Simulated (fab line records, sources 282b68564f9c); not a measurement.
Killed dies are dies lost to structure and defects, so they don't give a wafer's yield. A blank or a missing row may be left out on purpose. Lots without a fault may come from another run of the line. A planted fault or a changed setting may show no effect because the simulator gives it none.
A struck lot beside a sound one | flow rit_cmos | 15 steps out of a route of 202
Sound: wafers L212.2, L212.3, L212.4. Struck: wafers L228.3, L228.5, L228.6. The cause comes at the end.
At each step with rows: each side's tool, then ch and its chambers, then its first start. Under that, the readings that differ: sound wafers | struck wafers | difference of the means | sigmas: that difference in standard deviations of wafers without a fault.
alike: readings whose means differ by less than 2 such deviations, and words and numbers that are the same on both sides. not compared: withheld readings, readings that some wafer has no value for, bounds like >300 that may hide the same value, and numbers for which the record gives no deviation and whose values overlap.
The two part at a step that has a row with sigmas, a row that says differs or no value, or rows on one side only. Numbers that don't overlap but have no deviation are shown without sigmas and don't part them. A reading that every wafer of one side lacks parts them only if that side has two wafers or more.

first, 1 step without rows for these wafers: RIT_NRETRO_IMPLANT_08.
RIT_NRETRO_STRIP_09: strips in O2, time 180 s.
  sound on plasma_asher-01 ch 0,1, day 2 18:30; struck on plasma_asher-01 ch 0,1, day 6 01:47
  alike: drypump_motor_current_A, rf_refl_power_W, run_length_s
  not compared: rf_hours_counter_h
RIT_NRETRO_TW_MEAS_10:
  sound on film_metro-02, day 2 18:41; struck on film_metro-01, day 6 01:55
  alike: NRETRO_TW
then, 6 steps without rows for these wafers: RIT_PRETRO_HMDS_00 (prime time 60 s); RIT_PRETRO_COAT_01 (resist thk 1300 nm); RIT_PRETRO_SOFTBAKE_02 (time 60 s); RIT_PRETRO_EXPOSE_03 (exposes mask M5, target cd 43700 nm); RIT_PRETRO_PEB_04; RIT_PRETRO_DEVELOP_05 (develop time 68 s).
RIT_PRETRO_OVL_MEAS_06:
  sound on overlay-01, day 2 19:45; struck on overlay-01, day 6 03:10
  alike: PRETRO_OVL
then, 2 steps without rows for these wafers: RIT_PRETRO_HARDBAKE_07 (time 120 s); RIT_PRETRO_IMPLANT_08.
RIT_PRETRO_STRIP_09: strips in O2, time 180 s.
  sound on plasma_asher-02 ch 0,1, day 2 20:11; struck on plasma_asher-04 ch 0,1, day 6 03:49
  reading                                     | sound             | struck          | difference | sigmas
  run_length_s (s)                            | 207.9 208.1 208.7 | 27.3 27.4 27.4  | -180.9     | -99 or more
  model.NOVOLAK_of_PRETRO_COAT_01.thk_nm (nm) | 0 0 0             | 674.7 677.3 678 | +676.7     |
  alike: drypump_motor_current_A, rf_refl_power_W
  not compared: rf_hours_counter_h
RIT_PRETRO_TW_MEAS_10:
  sound on film_metro-04, day 2 20:22; struck on film_metro-04, day 6 03:56
  alike: PRETRO_TW
RIT_M1_PROBE_99:
  sound on prober-01, day 3 23:11; struck on prober-01, day 7 11:40
  reading             | sound | struck      | difference | sigmas
  killed_at_front_end | 8 8 9 | 264 264 264 | +256       | +75
  killed_dies         | 8 8 9 | 264 264 264 | +256       | +75
  killed_on_rim       | 3 3 2 | 70 70 70    | +67        | +48
  alike: killed_at_contacts, killed_open, killed_short

WHERE THEY PART
First at RIT_PRETRO_STRIP_09; last, within this record, at RIT_M1_PROBE_99.

WHY: what the simulator had put in
Strip aborted: plasma_asher-04, from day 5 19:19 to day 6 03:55, at RIT_PRETRO_STRIP_09. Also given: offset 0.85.
